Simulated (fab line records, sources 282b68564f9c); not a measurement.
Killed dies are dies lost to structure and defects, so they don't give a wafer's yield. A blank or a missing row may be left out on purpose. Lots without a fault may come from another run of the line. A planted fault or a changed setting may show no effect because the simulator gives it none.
A struck lot beside a sound one | flow rit_cmos | 21 steps out of a route of 202
Sound: wafers L988.2, L988.3, L988.4. Struck: wafers L100.1, L100.3, L100.4. The cause comes at the end.
At each step with rows: each side's tool, then ch and its chambers, then its first start. Under that, the readings that differ: sound wafers | struck wafers | difference of the means | sigmas: that difference in standard deviations of wafers without a fault.
alike: readings whose means differ by less than 2 such deviations, and words and numbers that are the same on both sides. not compared: withheld readings, readings that some wafer has no value for, bounds like >300 that may hide the same value, and numbers for which the record gives no deviation and whose values overlap.
The two part at a step that has a row with sigmas, a row that says differs or no value, or rows on one side only. Numbers that don't overlap but have no deviation are shown without sigmas and don't part them. A reading that every wafer of one side lacks parts them only if that side has two wafers or more.

first, 6 steps without rows for these wafers: RIT_NLDD_HMDS_00 (prime time 60 s); RIT_NLDD_COAT_01 (resist thk 1000 nm); RIT_NLDD_SOFTBAKE_02 (time 60 s); RIT_NLDD_EXPOSE_03 (exposes mask M7, target cd 40700 nm); RIT_NLDD_PEB_04; RIT_NLDD_DEVELOP_05 (develop time 50 s).
RIT_NLDD_OVL_MEAS_06:
  sound on overlay-01, day 4 19:31; struck on overlay-01, day 7 11:55
  alike: NLDD_OVL
then, 2 steps without rows for these wafers: RIT_NLDD_HARDBAKE_07 (time 60 s); RIT_NLDD_IMPLANT_08.
RIT_NLDD_STRIP_09: strips in O2, time 180 s.
  sound on plasma_asher-01 ch 0,1, day 4 19:50; struck on plasma_asher-04 ch 0,1, day 7 12:15
  alike: chamber_pressure_mTorr, drypump_motor_current_A
  not compared: rf_hours_counter_h
RIT_NLDD_TW_MEAS_10:
  sound on film_metro-04, day 4 20:02; struck on film_metro-04, day 7 12:25
  alike: NLDD_TW
then, 1 step without rows for these wafers: RIT_PLDD_HMDS_00 (prime time 60 s).
RIT_PLDD_COAT_01: resist thk 1000 nm.
  sound on litho_track-02 ch 0, day 4 20:15; struck on litho_track-02 ch 0, day 7 12:38
  reading                                   | sound          | struck            | difference | sigmas
  model.NOVOLAK_of_PLDD_COAT_01.thk_nm (nm) | 1011 1012 1013 | 918.2 920.4 921.5 | -92.0      |
  alike: chill_plate_temp_C
then, 4 steps without rows for these wafers: RIT_PLDD_SOFTBAKE_02 (time 60 s); RIT_PLDD_EXPOSE_03 (exposes mask M8, target cd 40900 nm); RIT_PLDD_PEB_04; RIT_PLDD_DEVELOP_05 (develop time 50 s).
RIT_PLDD_OVL_MEAS_06:
  sound on overlay-02, day 4 20:56; struck on overlay-01, day 7 13:31
  alike: PLDD_OVL
RIT_PLDD_HARDBAKE_07: time 60 s.
  sound on litho_track-03 ch 0, day 4 20:59; struck on litho_track-03 ch 0, day 7 13:33
  reading                                   | sound             | struck            | difference | sigmas
  model.NOVOLAK_of_PLDD_COAT_01.thk_nm (nm) | 893.8 894.4 894.9 | 812.2 814.1 815.1 | -80.6      |
  alike: chill_plate_temp_C, heater_power_total_W
then, 1 step without rows for these wafers: RIT_PLDD_IMPLANT_08.
RIT_M1_PROBE_99:
  the record has rows for the sound wafers here (prober-02, day 5 10:41) and none for the struck ones

WHERE THEY PART
Only at RIT_M1_PROBE_99, within this record.

WHY: what the simulator had put in
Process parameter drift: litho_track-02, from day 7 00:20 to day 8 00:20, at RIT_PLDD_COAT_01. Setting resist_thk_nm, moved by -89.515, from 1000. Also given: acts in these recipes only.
